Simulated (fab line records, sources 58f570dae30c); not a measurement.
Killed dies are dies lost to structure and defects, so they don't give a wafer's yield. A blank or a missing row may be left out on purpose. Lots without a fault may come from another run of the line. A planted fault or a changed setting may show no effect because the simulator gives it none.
Which tool did it? | flow berkeley_cmos170 | 14 lots, 42 wafers sampled, at 2 steps of a route of 331

WHAT THE GAUGES READ, wafer by wafer
UCB170_NWELL_THK_MEAS_05.
lot  | measured    | on            | NWELL_NITRIDE_THK (nm)
L772 | day 2 04:14 | film_metro-02 | 221.9 221.2 221.9
L773 | day 2 07:59 | film_metro-01 | 222.5 222.7 223.4
L774 | day 2 18:17 | film_metro-04 | 227.1 225.4 225.4
L775 | day 3 03:44 | film_metro-02 | 226.7 225.9 224.4
L776 | day 3 03:43 | film_metro-04 | 227.3 226.6 226.0
L777 | day 3 11:08 | film_metro-04 | 227.1 227.5 225.6
L779 | day 3 19:43 | film_metro-02 | 391.0 391.1 391.5
L780 | day 4 03:48 | film_metro-02 | 388.9 386.9 387.4
L784 | day 4 09:18 | film_metro-01 | 223.1 222.6 224.2
L787 | day 5 09:14 | film_metro-02 | 227.3 228.2 225.6
L788 | day 5 09:15 | film_metro-04 | 224.3 224.8 227.3
L789 | day 5 14:18 | film_metro-01 | 227.7 226.5 226.8
L793 | day 6 15:14 | film_metro-01 | 225.6 221.7 226.0
L794 | day 6 15:17 | film_metro-02 | 223.1 221.0 221.0

WHICH TOOL RAN EACH LOT (tool, then ch and the chambers of the sampled wafers, then the start)
lot  | UCB170_NWELL_CVD_04
L772 | lpcvd-02 ch 0, day 2 02:19
L773 | lpcvd-02 ch 0, day 2 06:01
L774 | lpcvd-01 ch 0, day 2 16:21
L775 | lpcvd-01 ch 1, day 3 01:47
L776 | lpcvd-01 ch 1, day 3 01:47
L777 | lpcvd-01 ch 1, day 3 09:12
L779 | lpcvd-01 ch 0, day 3 17:47
L780 | lpcvd-01 ch 1, day 4 01:52
L784 | lpcvd-02 ch 1, day 4 07:17
L787 | lpcvd-02 ch 1, day 5 07:17
L788 | lpcvd-02 ch 0, day 5 07:17
L789 | lpcvd-02 ch 1, day 5 12:22
L793 | lpcvd-02 ch 0, day 6 13:14
L794 | lpcvd-02 ch 1, day 6 13:14
- UCB170_NWELL_CVD_04: deposits Si3N4 from SiH2Cl2/NH3, target thk 224 nm, time 3360 s.

WHAT THE TOOLS THEMSELVES READ (means of the sampled wafers that have a number; where no wafer has one, the mark that the record gives instead)
The record holds no such reading with a usual standard deviation.

THE ANSWER, worked out from the rows above alone
Rule: what is usual is taken from the lots themselves. Put in order of their means at a reading, lots are off if they are a third of the lots or fewer, leave a main group of 4 or more, and stand apart from it by a gap of 3 or more times the standard deviation of the main group's means; of several such gaps the widest counts. A main group whose means are all the same, to the digits that the tables above print for the reading, isn't used. A lot without any number at a reading at which 4 lots or more have one is off too. The other lots that the step has rows for count as sound. The gauges are gone through in route order, then the tools' own readings, and for those a lot's mean is taken as printed above. The first step at which some lot is off is used, and at that step the reading that is off furthest; a lot without a number counts as furthest.
Off: L779, L780, at UCB170_NWELL_THK_MEAS_05 (NWELL_NITRIDE_THK). The main group: mean 224.9 nm, standard deviation 1.9.
A tool fits if, at a process step before that reading, it ran every lot that is off, and no sound lot after the first of them. The gauges at UCB170_NWELL_THK_MEAS_05 are tried like those tools. One fits: lpcvd-01 at UCB170_NWELL_CVD_04. Its last sound lot is L777 (day 3 09:12), its first lot that is off L779 (day 3 17:47): a fault that began between those two fits.

WHAT THE SIMULATOR HAD PUT IN
Process parameter drift: lpcvd-01, from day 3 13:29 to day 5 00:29, at UCB170_NWELL_CVD_04. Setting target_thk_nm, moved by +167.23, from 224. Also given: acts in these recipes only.
Lots struck among those shown: L779, L780. The rule above found the same.
